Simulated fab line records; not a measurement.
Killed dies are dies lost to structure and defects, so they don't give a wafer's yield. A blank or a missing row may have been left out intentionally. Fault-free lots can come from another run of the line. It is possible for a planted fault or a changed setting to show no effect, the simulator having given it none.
fab line records | flow ritCmos
[record] lots = 6 | wafers = 18 | lastDay = 7
route steps=202 shown SILICIDE@161 CONTACT@168 M1@202
lots that met no fault: taken from a fault-free run of the same line
startH: the number of hours between the record's first day and the start of the first shown wafer of the lot | waitH: hours elapsed since this lot's preceding step | " repeats the value in the row above | L1.1+2: a single row standing in for several wafers | - no value present, or no start provided | * or withheld: withheld | < > ~ a bound
route shown NAME@n: a module of which the file shows steps, and the number in the route of the first | usual: mean and standard deviation over wafers with no fault | same: alike in all rows | chamber/n: place in a boat | sites: the reading at each site | _std_site: their standard deviation | _edge_site: mean of outer sites minus mean of inner sites | radiusMm: how far each site lies from the wafer's centre | mask NAME#n: copy n | behind: the most recent tool/chamber to have shaped the wafer | hold: the reason the lot was held/the length of the hold in hours/how it ended | device: the n, p or np transistor that did not switch | end of line: at the end of the route, the tests of the same wafers | for a step that has no rows: nothing shown but its recipe | killed: at the first sort, the dies lost to defects and structure; wafer yield is something else | map: dies across one wafer; x = killed, . = not, _ = none there
set.NAME: setting as actually run; set.NAME@STEP: the setting as run at that earlier step | model.NAME: the simulator's own value behind a step, which no gauge read
a table for each step, a row for each wafer; lots at some steps of the route
services: when a tool's chamber went out of use (startH, in hours from the record's first day, below 0 if earlier), for how many hours, and the reason
[[steps]]
[step RIT_SILICIDE_WET_ETCH_00]
[recipe] chemistry = BOE | target = SiO2 | targetDepthNm = 14 | timeS = 15 | dry = n2Spin | dilution = 10:1 | tempC = 21.5
[step RIT_SILICIDE_SPUTTER_01]
[recipe] material = Ti | targetThkNm = 30 | powerW = 350 | chamberPressurePa = 0.667 | gas = Ar | timeS = 240 | substrateTempC = 25
[usual] throttleValvePct = 29.8/0.95
lot.wafer | tool          | chamber | startH | waitH | throttleValvePct
L500.2    | pvdSputter-04 | -       | 78.04  | 0.0   | 30.2
L500.3    | "             | -       | "      | "     | 30.3
L500.5    | "             | -       | "      | "     | 31.1
L503.2    | pvdSputter-03 | -       | 94.43  | 0.0   | 28.9
L503.4    | "             | -       | "      | "     | 30.3
L503.5    | "             | -       | "      | "     | 30.3
L505.1    | pvdSputter-03 | -       | 106.60 | 0.0   | 28.7
L505.3    | "             | -       | "      | "     | 30.3
L505.5    | "             | -       | "      | "     | 28.6
L507.2    | pvdSputter-03 | -       | 114.34 | 0.0   | 30.5
L507.4    | "             | -       | "      | "     | 29.0
L507.5    | "             | -       | "      | "     | 29.6
L513.2    | pvdSputter-03 | -       | 145.43 | 0.0   | 28.9
L513.3    | "             | -       | "      | "     | 29.0
L513.5    | "             | -       | "      | "     | 29.2
L515.4    | pvdSputter-03 | -       | 154.22 | 0.0   | 29.7
L515.5    | "             | -       | "      | "     | 28.6
L515.6    | "             | -       | "      | "     | 30.0
[step RIT_SILICIDE_RS_MEAS_02]
[recipe] thkMeasGauge = four-point-probe | reads = Ti_of_SILICIDE_SPUTTER_01
[usual] SILICIDE_TI_RS = 48.0/0.57
lot.wafer | tool         | chamber | startH | waitH | SILICIDE_TI_RS[ohm/sq]
L500.2    | filmMetro-02 | -       | 78.21  | 0.1   | 47.4
L500.3    | "            | -       | "      | "     | 48.0
L500.5    | "            | -       | "      | "     | 47.7
L503.2    | filmMetro-02 | -       | 94.60  | 0.1   | 47.3
L503.4    | "            | -       | "      | "     | 47.3
L503.5    | "            | -       | "      | "     | 48.1
L505.1    | filmMetro-03 | -       | 106.77 | 0.1   | 48.0
L505.3    | "            | -       | "      | "     | 48.6
L505.5    | "            | -       | "      | "     | 47.6
L507.2    | filmMetro-04 | -       | 114.53 | 0.1   | 47.6
L507.4    | "            | -       | "      | "     | 48.3
L507.5    | "            | -       | "      | "     | 47.9
L513.2    | filmMetro-03 | -       | 145.60 | 0.1   | 47.7
L513.3    | "            | -       | "      | "     | 47.9
L513.5    | "            | -       | "      | "     | 47.4
L515.4    | filmMetro-03 | -       | 154.43 | 0.1   | 48.7
L515.5    | "            | -       | "      | "     | 48.4
L515.6    | "            | -       | "      | "     | 48.5
[step RIT_SILICIDE_THK_MEAS_03]
[recipe] thkMeasGauge = xrf | reads = Ti_of_SILICIDE_SPUTTER_01
[usual] SILICIDE_TI_THK = 30.20/0.28
lot.wafer | tool         | chamber | startH | waitH | SILICIDE_TI_THK[nm]
L500.2    | filmMetro-02 | -       | 78.32  | 0.1   | 30.45
L500.3    | "            | -       | "      | "     | 30.22
L500.5    | "            | -       | "      | "     | 30.31
L503.2    | filmMetro-02 | -       | 94.71  | 0.1   | 30.58
L503.4    | "            | -       | "      | "     | 30.41
L503.5    | "            | -       | "      | "     | 30.11
L505.1    | filmMetro-03 | -       | 106.89 | 0.1   | 30.26
L505.3    | "            | -       | "      | "     | 29.73
L505.5    | "            | -       | "      | "     | 30.36
L507.2    | filmMetro-04 | -       | 114.64 | 0.1   | 30.37
L507.4    | "            | -       | "      | "     | 29.95
L507.5    | "            | -       | "      | "     | 30.28
L513.2    | filmMetro-03 | -       | 145.71 | 0.1   | 30.31
L513.3    | "            | -       | "      | "     | 30.29
L513.5    | "            | -       | "      | "     | 30.46
L515.4    | filmMetro-03 | -       | 154.52 | 0.1   | 29.92
L515.5    | "            | -       | "      | "     | 30.01
L515.6    | "            | -       | "      | "     | 29.92
[step RIT_SILICIDE_RTA_04]
[recipe] tempC = 650 | timeS = 10 | idleTempC = 25 | rampUpS = 5 | rampDownS = 5 | coolToC = 25 | ambient = N2
[usual] wafer_temp_C_max = 653.4/0.85
lot.wafer | tool         | chamber | startH | waitH | wafer_temp_C_max
L500.2    | rtpAnneal-02 | 0       | 78.38  | 0.1   | 652.1
L500.3    | "            | 0       | "      | "     | 652.6
L500.5    | "            | 0       | "      | "     | 652.2
L503.2    | rtpAnneal-01 | 0       | 94.77  | 0.1   | 654.6
L503.4    | "            | 0       | "      | "     | 654.1
L503.5    | "            | 0       | "      | "     | 653.5
L505.1    | rtpAnneal-01 | 0       | 106.95 | 0.1   | 653.9
L505.3    | "            | 0       | "      | "     | 655.1
L505.5    | "            | 0       | "      | "     | 654.2
L507.2    | rtpAnneal-01 | 0       | 114.70 | 0.1   | 653.1
L507.4    | "            | 0       | "      | "     | 654.5
L507.5    | "            | 0       | "      | "     | 653.1
L513.2    | rtpAnneal-01 | 0       | 145.77 | 0.1   | 652.4
L513.3    | "            | 0       | "      | "     | 653.3
L513.5    | "            | 0       | "      | "     | 655.1
L515.4    | rtpAnneal-01 | 0       | 154.58 | 0.1   | 653.5
L515.5    | "            | 0       | "      | "     | 654.1
L515.6    | "            | 0       | "      | "     | 654.1
[step RIT_SILICIDE_WET_ETCH_05]
[recipe] chemistry = SPM | target = Ti | tempC = 90 | timeS = 120 | dry = n2Spin
[step RIT_SILICIDE_RTA_06]
[recipe] tempC = 750 | timeS = 10 | idleTempC = 25 | rampUpS = 5 | rampDownS = 10 | coolToC = 25 | ambient = N2
[usual] wafer_temp_C_max = 754.1/1
lot.wafer | tool         | chamber | startH | waitH | wafer_temp_C_max
L500.2    | rtpAnneal-01 | 0       | 78.49  | 0.0   | 755.0
L500.3    | "            | 0       | "      | "     | 755.2
L500.5    | "            | 0       | "      | "     | 754.9
L503.2    | rtpAnneal-02 | 0       | 94.88  | 0.0   | 752.5
L503.4    | "            | 0       | "      | "     | 753.6
L503.5    | "            | 0       | "      | "     | 753.3
L505.1    | rtpAnneal-02 | 0       | 107.06 | 0.0   | 754.0
L505.3    | "            | 0       | "      | "     | 752.9
L505.5    | "            | 0       | "      | "     | 753.2
L507.2    | rtpAnneal-02 | 0       | 114.81 | 0.0   | 753.6
L507.4    | "            | 0       | "      | "     | 753.5
L507.5    | "            | 0       | "      | "     | 753.1
L513.2    | rtpAnneal-02 | 0       | 145.88 | 0.0   | 753.3
L513.3    | "            | 0       | "      | "     | 753.0
L513.5    | "            | 0       | "      | "     | 753.1
L515.4    | rtpAnneal-02 | 0       | 154.70 | 0.0   | 753.6
L515.5    | "            | 0       | "      | "     | 753.6
L515.6    | "            | 0       | "      | "     | 753.7
[step RIT_CONTACT_CVD_00]
[recipe] material = SiO2 | targetThkNm = 400 | precursor = TEOS | tempC = 390 | timeS = 61 | rfW = 400
[usual] heaterPowerW = 342/45
lot.wafer | tool     | chamber | startH | waitH | heaterPowerW
L500.2    | pecvd-03 | 0       | 78.54  | 0.0   | 408
L500.3    | "        | 1       | "      | "     | 382
L500.5    | "        | 0       | "      | "     | 408
L503.2    | pecvd-03 | 2       | 94.94  | 0.0   | 339
L503.4    | "        | 0       | "      | "     | 424
L503.5    | "        | 2       | "      | "     | 350
L505.1    | pecvd-01 | 0       | 107.12 | 0.1   | 244
L505.3    | "        | 2       | "      | "     | 363
L505.5    | "        | 2       | "      | "     | 368
L507.2    | pecvd-02 | 1       | 114.87 | 0.0   | 265
L507.4    | "        | 2       | "      | "     | 397
L507.5    | "        | 1       | "      | "     | 276
L513.2    | pecvd-02 | 2       | 145.94 | 0.0   | 379
L513.3    | "        | 1       | "      | "     | 314
L513.5    | "        | 0       | "      | "     | 301
L515.4    | pecvd-03 | 1       | 154.76 | 0.0   | 382
L515.5    | "        | 0       | "      | "     | 391
L515.6    | "        | 2       | "      | "     | 361
[step RIT_CONTACT_THK_MEAS_01]
[recipe] reads = SiO2_of_CONTACT_CVD_00
[usual] CONTACT_TEOS_THK = 398/4.8
lot.wafer | tool         | chamber | startH | waitH | CONTACT_TEOS_THK[nm]
L500.2    | filmMetro-01 | -       | 78.60  | 0.0   | 393
L500.3    | "            | -       | "      | "     | 398
L500.5    | "            | -       | "      | "     | 401
L503.2    | filmMetro-03 | -       | 95.00  | 0.0   | 397
L503.4    | "            | -       | "      | "     | 400
L503.5    | "            | -       | "      | "     | 405
L505.1    | filmMetro-01 | -       | 107.17 | 0.0   | 396
L505.3    | "            | -       | "      | "     | 395
L505.5    | "            | -       | "      | "     | 401
L507.2    | filmMetro-03 | -       | 114.93 | 0.0   | 395
L507.4    | "            | -       | "      | "     | 400
L507.5    | "            | -       | "      | "     | 400
L513.2    | filmMetro-01 | -       | 146.00 | 0.0   | 392
L513.3    | "            | -       | "      | "     | 390
L513.5    | "            | -       | "      | "     | 395
L515.4    | filmMetro-03 | -       | 154.81 | 0.0   | 402
L515.5    | "            | -       | "      | "     | 396
L515.6    | "            | -       | "      | "     | 404
[step RIT_CONTACT_HMDS_02]
[recipe] primeTimeS = 60 | primeTempC = 140
[step RIT_CONTACT_COAT_03]
[recipe] resist = NOVOLAK | spinRpm = 3250 | resistThkNm = 1000
[step RIT_CONTACT_SOFTBAKE_04]
[recipe] resist = NOVOLAK | tempC = 90 | timeS = 60
[step RIT_CONTACT_EXPOSE_05]
[recipe] maskId = M11 | na = 0.6 | sourceShape = conventional | sigmaOuter = 0.5 | targetCdNm = 1000 | doseMj = 250
[same] sigmaOuter = 0.5
lot.wafer  | tool            | chamber | startH | waitH | mask  | model.CONTACT.overlayXNm
L500.2+3+5 | ilineStepper-02 | 0       | 79.12  | 0.1   | M11#0 | -0.1965
L503.2+4+5 | ilineStepper-01 | 0       | 95.64  | 0.2   | M11#0 | -0.5958
L505.1+3+5 | ilineStepper-02 | 0       | 107.78 | 0.1   | M11#0 | 129
L507.2+4+5 | ilineStepper-01 | 0       | 115.45 | 0.1   | M11#0 | -0.7016
L513.2+3+5 | ilineStepper-02 | 0       | 146.64 | 0.2   | M11#0 | 129
L515.4+5+6 | ilineStepper-01 | 0       | 155.47 | 0.2   | M11#0 | -0.3048
[step RIT_CONTACT_PEB_06]
[recipe] resist = NOVOLAK | tempC = withheld | timeS = withheld
[step RIT_CONTACT_DEVELOP_07]
[recipe] resist = NOVOLAK | developTimeS = 120 | devTempC = 23
[step RIT_CONTACT_CD_MEAS_08]
[recipe] targetCdNm = 1000
[usual] cdNm = 999.4/2.1
lot.wafer | tool     | chamber | startH | waitH | cdNm
L500.2    | cdSem-01 | -       | 79.64  | -     | 993.3
L500.3    | "        | -       | "      | "     | 993.1
L500.5    | "        | -       | "      | "     | 994.9
L503.2    | cdSem-02 | -       | 96.16  | -     | 1001.1
L503.4    | "        | -       | "      | "     | 1000.8
L503.5    | "        | -       | "      | "     | 1000.4
L505.1    | cdSem-02 | -       | 108.30 | -     | 1000.6
L505.3    | "        | -       | "      | "     | 998.4
L505.5    | "        | -       | "      | "     | 999.7
L507.2    | cdSem-01 | -       | 115.96 | -     | 1000.4
L507.4    | "        | -       | "      | "     | 998.1
L507.5    | "        | -       | "      | "     | 999.3
L513.2    | cdSem-01 | -       | 147.16 | -     | 998.0
L513.3    | "        | -       | "      | "     | 999.5
L513.5    | "        | -       | "      | "     | 999.0
L515.4    | cdSem-02 | -       | 155.99 | -     | 994.8
L515.5    | "        | -       | "      | "     | 998.6
L515.6    | "        | -       | "      | "     | 996.2
[step RIT_CONTACT_OVL_MEAS_09]
[usual] CONTACT_OVL = -0.3/1.6
lot.wafer | tool       | chamber | startH | waitH | CONTACT_OVL[nm]
L500.2    | overlay-01 | -       | 79.75  | 0.1   | -0.7
L500.3    | "          | -       | "      | "     | 1.4
L500.5    | "          | -       | "      | "     | -3.3
L503.2    | overlay-01 | -       | 96.27  | 0.1   | 0.6
L503.4    | "          | -       | "      | "     | 0.7
L503.5    | "          | -       | "      | "     | -0.1
L505.1    | overlay-02 | -       | 108.42 | 0.1   | 129.3
L505.3    | "          | -       | "      | "     | 128.5
L505.5    | "          | -       | "      | "     | 130.1
L507.2    | overlay-01 | -       | 116.07 | 0.1   | -0.4
L507.4    | "          | -       | "      | "     | 0.2
L507.5    | "          | -       | "      | "     | -1.2
L513.2    | overlay-01 | -       | 147.27 | 0.1   | 129.2
L513.3    | "          | -       | "      | "     | 129.7
L513.5    | "          | -       | "      | "     | 128.9
L515.4    | overlay-02 | -       | 156.07 | 0.1   | -0.3
L515.5    | "          | -       | "      | "     | 0.4
L515.6    | "          | -       | "      | "     | 0.4
[step RIT_CONTACT_HARDBAKE_10]
[recipe] resist = NOVOLAK | tempC = 140 | timeS = 60
[step RIT_M1_PROBE_99]
[usual] killedAtContacts = 0.1/0.27 | killedAtFrontEnd = 6.5/2.8 | killedDies = 6.6/2.8 | killedOpen = 3.5/2 | killedShort = 3.2/1.8
[same] grossDies = 264 | killed_at_M0_to_M3 = 0 | killed_at_M4_up = 0 | killedAtBackSide = 0 | killedAtOther = 0
lot.wafer | tool      | chamber | startH | waitH | killedAtContacts | killedAtFrontEnd | killedDies | killedOpen | killedShort | model.etest.contactToGate.bvLeftV | model.etest.contactToGate.bvRightV
L500.2    | prober-02 | -       | 86.26  | 0.1   | 0                | 7                | 7          | 5          | 2           | 92.01                             | 92.57
L500.3    | prober-02 | -       | 86.31  | 0.2   | 1                | 4                | 5          | 3          | 2           | 94.21                             | 90.17
L500.5    | prober-02 | -       | 86.41  | 0.2   | 0                | 4                | 4          | 2          | 2           | 89.7                              | 88.66
L503.2    | prober-01 | -       | 101.54 | 0.1   | 0                | 2                | 2          | 1          | 1           | 88.82                             | 90.46
L503.4    | prober-01 | -       | 101.64 | 0.2   | 0                | 8                | 8          | 6          | 2           | 90.54                             | 90.47
L503.5    | prober-01 | -       | 101.69 | 0.2   | 0                | 4                | 4          | 2          | 2           | 91.39                             | 91.72
L505.1    | prober-01 | -       | 113.46 | 0.1   | 0                | 6                | 6          | 0          | 6           | 152.3                             | 22.83
L505.3    | prober-01 | -       | 113.56 | 0.2   | 0                | 4                | 4          | 2          | 2           | 153.4                             | 25.7
L505.5    | prober-01 | -       | 113.66 | 0.2   | 0                | 8                | 8          | 6          | 2           | 154.8                             | 22.42
L507.2    | prober-01 | -       | 121.15 | 0.1   | 0                | 3                | 3          | 1          | 2           | 90                                | 91.05
L507.4    | prober-01 | -       | 121.25 | 0.2   | 0                | 10               | 10         | 7          | 3           | 91.58                             | 90.33
L507.5    | prober-01 | -       | 121.30 | 0.2   | 0                | 10               | 10         | 8          | 2           | 89.74                             | 91.04
L513.2    | prober-02 | -       | 152.38 | 0.1   | 0                | 5                | 5          | 2          | 3           | 154.1                             | 26.11
L513.3    | prober-02 | -       | 152.43 | 0.2   | 0                | 4                | 4          | 3          | 1           | 152.3                             | 24.88
L513.5    | prober-02 | -       | 152.53 | 0.2   | 0                | 11               | 11         | 5          | 6           | 154.8                             | 25
L515.4    | prober-02 | -       | 161.61 | 0.2   | 0                | 6                | 6          | 5          | 1           | 91.19                             | 92.52
L515.5    | prober-02 | -       | 161.66 | 0.2   | 0                | 4                | 4          | 2          | 2           | 90.68                             | 92.25
L515.6    | prober-02 | -       | 161.71 | 0.2   | 1                | 6                | 7          | 2          | 5           | 90.5                              | 88.91
// killed by level:class
L500.2 SPACER:geometricParticle:open=3 GATE:geometricParticle:short=2 GATE:geometricParticle:open=1 SILICIDE:geometricParticle:open=1
L500.3 GATE:geometricParticle:short=1 REOX:geometricParticle:open=1 SPACER:geometricParticle:short=1 SILICIDE:geometricParticle:open=1 CONTACT:geometricParticle:open=1
L500.5 SILICIDE:geometricParticle:short=2 REOX:geometricParticle:open=1 SPACER:geometricParticle:open=1
L503.2 GATE:geometricParticle:short=1 GATE:geometricParticle:open=1
L503.4 SILICIDE:geometricParticle:open=3 FOX1:geometricParticle:open=1 FOX2:geometricParticle:short=1 FOX2:geometricParticle:open=1 GATE:geometricParticle:short=1 GATE:geometricParticle:open=1
L503.5 FOX1:geometricParticle:open=1 FOX2:geometricParticle:short=1 GATE:geometricParticle:short=1 GATE:geometricParticle:open=1
L505.1 GATE:geometricParticle:short=5 SILICIDE:geometricParticle:short=1
L505.3 GATE:geometricParticle:open=2 GATE:geometricParticle:short=1 REOX:geometricParticle:short=1
L505.5 GATE:geometricParticle:open=5 GATE:geometricParticle:short=2 FOX1:geometricParticle:open=1
L507.2 FOX1:geometricParticle:open=1 GATE:geometricParticle:short=1 REOX:geometricParticle:short=1
L507.4 GATE:geometricParticle:short=3 GATE:geometricParticle:open=3 FOX2:geometricParticle:open=1 REOX:geometricParticle:open=1 SPACER:geometricParticle:open=1 SILICIDE:geometricParticle:open=1
L507.5 REOX:geometricParticle:open=3 GATE:geometricParticle:open=2 ACTIVE:geometricParticle:short=1 FOX1:geometricParticle:short=1 FOX1:geometricParticle:open=1 SPACER:geometricParticle:open=1 SILICIDE:geometricParticle:open=1
L513.2 GATE:geometricParticle:short=2 REOX:geometricParticle:open=2 REOX:geometricParticle:short=1
L513.3 GATE:geometricParticle:open=2 FOX1:geometricParticle:short=1 SPACER:geometricParticle:open=1
L513.5 REOX:geometricParticle:short=3 GATE:geometricParticle:open=2 SILICIDE:geometricParticle:short=2 ACTIVE:geometricParticle:open=1 FOX1:geometricParticle:open=1 FOX2:geometricParticle:open=1 GATE:geometricParticle:short=1
L515.4 GATE:geometricParticle:open=3 GATE:geometricParticle:short=1 REOX:geometricParticle:open=1 SILICIDE:geometricParticle:open=1
L515.5 GATE:geometricParticle:short=2 GATE:geometricParticle:open=1 SILICIDE:geometricParticle:open=1
L515.6 GATE:geometricParticle:short=4 GATE:geometricParticle:open=1 REOX:geometricParticle:short=1 CONTACT:geometricParticle:open=1
[[services]]
tool            | chamber | startH | hours | kind
ilineStepper-01 | -       | 65.92  | 1.7   | pm
pvdSputter-04   | -       | 68.71  | 3.1   | repair
ilineStepper-02 | -       | 82.73  | 1.7   | pm
pecvd-01        | -       | 96.87  | 6.0   | pm
ilineStepper-02 | 0       | 119.09 | -     | calibration
[[key]]
[firstSign] step = RIT_CONTACT_OVL_MEAS_09 | reading = CONTACT_OVL | direction = up | sigmas = 83 | usual = -0.3 | struck = 129.3
effect none on later readings
[modelEffect] step = RIT_CONTACT_EXPOSE_05 | value = CONTACT.overlayXNm | without = -0.9943 | struck = 129
[modelEffect] step = RIT_M1_PROBE_99 | value = etest.contactToGate.bvLeftV | without = 88.62 | struck = 153.6
metAt RIT_CONTACT_EXPOSE_05
struckWafers L505.1,L505.3,L505.5,L513.2,L513.3,L513.5
testerLeftOut L505,L513
onsetBetween 79.12 107.78
[fault] kind = scannerMatchingOverlay | tool = ilineStepper-02 | chamber = - | onsetH = 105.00 | steps = RIT_CONTACT_EXPOSE_05 | offset = 130
// testerLeftOut: of these lots the tester's yield and bins aren't shown, on N5 and GAA mostly nor the transistor test; their killed dies are dies lost to structure and defects alone, not to doping, threshold or leakage, so they don't give the yield
